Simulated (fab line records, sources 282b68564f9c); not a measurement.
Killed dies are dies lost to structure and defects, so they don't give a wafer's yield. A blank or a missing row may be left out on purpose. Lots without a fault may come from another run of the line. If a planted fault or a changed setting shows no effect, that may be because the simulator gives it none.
Problem report, 8D (eight disciplines) form, completed by code + flow rit-cmos + the parts of the form that need people (team, actions taken, sign-off) are left out

## 1. WHAT IS WRONG
rf-fwd-power-W at RIT_M1_METAL_ETCH_12 reads a mean of 218.8 W on 6 wafers of 2 lots; wafers without a fault read 249.0 W with a standard deviation of 0.74. Relative to the usual mean, that is a shift of -41 standard deviations.
The step: etches Al in Cl2/BCl3, stops on SiO2, time 165 s, target depth 600 nm.
First seen on wafer L108.2, day 7 10:25, on rie-metal-01. The record holds 42 wafers of 14 lots with a number at this step. By rule, "out" or "out of limits" means more than 4 standard deviations away from the usual mean. The other wafers with a number count as sound.

## 2. WHAT THIS IS AND IS NOT
| question                    | is                     | is not                                                                      |
|-----------------------------|------------------------|-----------------------------------------------------------------------------|
| which readings at this step | rf-fwd-power-W         | bcl3-flow-sccm, drypump-motor-current-A, oes-product-au, throttle-valve-pct |
| which lots                  | L108, L111             | L100, L102, L103, L109, L112, L990, L991, L992, L993, L995, L996, L997      |
| which wafers of those lots  | all that have a number | -                                                                           |
| read on which tools         | rie-metal-01           | rie-metal-02, rie-metal-04                                                  |
| when                        | from day 7 10:25       | up to then (30 sound wafers); but 6 sound wafers of L109, L112 came after   |

## 3. THE SUSPECTS, EACH WITH WHAT RULES IT OUT
Counting: a tool stays on the suspect list if, at a process step up to the reading, it processed all lots that are out and no sound lot following the first of them.
- rie-metal-01 at RIT_M1_METAL_ETCH_12 (etches Al in Cl2/BCl3, stops on SiO2, time 165 s, target depth 600 nm): kept. It processed each lot that is out, first L108 at day 7 10:25, and no sound lot thereafter; up to then, the last sound lot it processed was L103 at day 6 09:41. Its own rf-fwd-power-W readings are out on those wafers.
Remaining after the count: rie-metal-01 at RIT_M1_METAL_ETCH_12.

## 4. THE CAUSE (what the simulator had put in)
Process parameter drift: rie-metal-01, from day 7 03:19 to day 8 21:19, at RIT_M1_METAL_ETCH_12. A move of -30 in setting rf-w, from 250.
The count eliminated every tool but this one.

## 5. SEQUENCE OF EFFECTS, ordered by route
Rows list readings where the struck wafers' mean (over those with a number) sits beyond 3 standard deviations from the usual. Only readings whose record carries a usual standard deviation are examined. hours: median over the lots of the time between each lot's start at the first step of this table that gives one and its start at this step. sigmas: the change, counted in usual standard deviations.
| hours | step                 | reading        | usual   | on struck wafers | change | sigmas |
|-------|----------------------|----------------|---------|------------------|--------|--------|
| 0     | RIT_M1_METAL_ETCH_12 | rf-fwd-power-W | 249.0 W | 218.8            | -30.2  | -41    |
It contains these process steps:
- RIT_M1_METAL_ETCH_12: etches Al in Cl2/BCl3, stops on SiO2, time 165 s, target depth 600 nm.
Later measuring or inspecting steps at which every struck wafer that the step has a row for has a number for every such reading, and none has moved that far: RIT_M1_CD_MEAS_90.

## 6. HOW IT WOULD HAVE BEEN CAUGHT EARLIER
In this record no reading fell out of limits until day 7 10:25, 7 hours after the fault had begun at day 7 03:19.
